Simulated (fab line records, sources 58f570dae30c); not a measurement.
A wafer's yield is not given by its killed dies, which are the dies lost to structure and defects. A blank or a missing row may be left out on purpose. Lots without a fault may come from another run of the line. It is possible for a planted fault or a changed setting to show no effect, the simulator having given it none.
Which tool was responsible? -- flow berkeleyCmos170 -- 30 wafers from 10 lots sampled at 4 of the route's 331 steps

## WHAT THE GAUGES READ, wafer by wafer
UCB170_M2_CD_MEAS_15: target cd 700 nm. Usual: 700.1 nm for cdNm, sd 1.6.
lot,measured,on,cdNm (nm),flag
L283,day 9 05:22,cdSem-01,698.6 699.3 699.3,
L284,day 9 12:58,cdSem-02,697.8 698.3 698.1,
L285,day 9 16:45,cdSem-01,701.0 703.1 702.8,
L287,day 9 21:37,cdSem-01,699.8 701.5 700.2,
L296,day 11 13:17,cdSem-01,699.5 702.3 700.2,
L297,day 11 23:19,cdSem-02,700.2 699.6 700.6,
L298,day 11 23:26,cdSem-01,699.5 699.7 699.6,
L304,day 13 04:52,cdSem-01,700.9 700.4 700.2,
L302,day 13 05:08,cdSem-01,698.1 697.8 698.2,
L305,day 13 06:05,cdSem-01,699.4 699.0 698.4,

UCB170_M2_OVL_MEAS_16. Usual: M2_OVL typically reads -1 nm, with standard deviation 5.7.
lot,measured,on,M2_OVL (nm),flag
L283,day 9 05:27,overlay-01,-6 -9 -7,
L284,day 9 13:04,overlay-01,0 -6 0,
L285,day 9 16:52,overlay-02,5 4 1,
L287,day 9 21:41,overlay-01,-2 2 -1,
L296,day 11 13:23,overlay-02,8 -2 -1,
L297,day 11 23:26,overlay-01,-2 7 6,
L298,day 11 23:33,overlay-02,5 1 0,
L304,day 13 04:59,overlay-02,-6 -2 0,
L302,day 13 05:15,overlay-01,4 -4 0,
L305,day 13 06:11,overlay-01,-1 -11 2,

## WHAT TOOL EACH LOT RAN ON (gives the tool, then ch and the chambers of the sampled wafers, and finally the start)
lot,UCB170_M2_SPUTTER_01,UCB170_M2_STRIP_07
L283,"pvdSputter-02, day 9 02:44","plasmaAsher-01 ch 0,1, day 9 03:39"
L284,"pvdSputter-02, day 9 10:17","plasmaAsher-03 ch 0,1, day 9 11:29"
L285,"pvdSputter-02, day 9 11:31","plasmaAsher-03 ch 0,1, day 9 12:44"
L287,"pvdSputter-02, day 9 17:06","plasmaAsher-04 ch 0,1, day 9 18:51"
L296,"pvdSputter-04, day 11 10:47","plasmaAsher-01 ch 0,1, day 11 11:33"
L297,"pvdSputter-04, day 11 21:01","plasmaAsher-04 ch 0,1, day 11 21:48"
L298,"pvdSputter-01, day 11 21:17","plasmaAsher-04 ch 0,1, day 11 22:01"
L304,"pvdSputter-04, day 13 02:13","plasmaAsher-03 ch 0,1, day 13 02:58"
L302,"pvdSputter-01, day 13 02:56","plasmaAsher-01 ch 0,1, day 13 03:52"
L305,"pvdSputter-01, day 13 03:39","plasmaAsher-03 ch 0,1, day 13 04:35"
- UCB170_M2_SPUTTER_01: material Al, target thk 900 nm, time 120 s.
- UCB170_M2_STRIP_07: strips in O2.

## WHAT THE TOOLS THEMSELVES READ (means of the sampled wafers that have a number; where no wafer has one, the mark that the record gives instead)
UCB170_M2_SPUTTER_01. Usual: cathodeDcPowerW 6000.1 W, standard deviation 1.1; throttleValvePct 29.6 %, standard deviation 0.8.
lot,tool,cathodeDcPowerW (W),throttleValvePct (%),flag
L283,pvdSputter-02,5999.5,28.7,
L284,pvdSputter-02,6000.3,29.7,
L285,pvdSputter-02,6000.9,29.2,
L287,pvdSputter-02,5999.8,29.5,
L296,pvdSputter-04,5999.3,30.0,
L297,pvdSputter-04,6000.4,29.7,
L298,pvdSputter-01,5999.0,30.2,
L304,pvdSputter-04,5999.5,29.9,
L302,pvdSputter-01,5999.7,29.7,
L305,pvdSputter-01,5999.4,29.9,

UCB170_M2_STRIP_07. Usual: drypumpMotorCurrentA 5.8 A, standard deviation 0.51; oesProductAu 0.735 a.u., standard deviation 0.0047; stripTimeToEndpointS 21.96 s, standard deviation 0.065.
lot,tool,drypumpMotorCurrentA (A),oesProductAu (a.u.),stripTimeToEndpointS (s),flag
L283,plasmaAsher-01,6.2,0.738,21.98,
L284,plasmaAsher-03,5.9,0.736,21.99,
L285,plasmaAsher-03,5.8,0.733,21.97,
L287,plasmaAsher-04,5.4,0.736,22.04,
L296,plasmaAsher-01,6.2,0.731,21.91,
L297,plasmaAsher-04,5.3,0.735,21.93,
L298,plasmaAsher-04,5.6,0.733,21.93,
L304,plasmaAsher-03,5.8,0.732,21.85,
L302,plasmaAsher-01,6.2,0.732,22.02,
L305,plasmaAsher-03,5.8,0.737,21.99,

## THE ANSWER, worked out from the rows above alone
Rule: a lot counts as off when the mean over its wafers that have a number is more than 3 standard deviations away from the usual mean. Also off: a lot with no number at a reading for which 4 or more lots have one. Where the step has rows for the other lots, those lots are counted as sound. First the gauges in route order, then the tools' own readings, where a lot's mean is used as printed above. The first step at which some lot is off is used, and at that step the reading that is off furthest; a lot without a number counts as furthest.
No lot is off on any of the readings shown, so nothing can be concluded from this.

## WHAT HAD BEEN PUT IN BY THE SIMULATOR
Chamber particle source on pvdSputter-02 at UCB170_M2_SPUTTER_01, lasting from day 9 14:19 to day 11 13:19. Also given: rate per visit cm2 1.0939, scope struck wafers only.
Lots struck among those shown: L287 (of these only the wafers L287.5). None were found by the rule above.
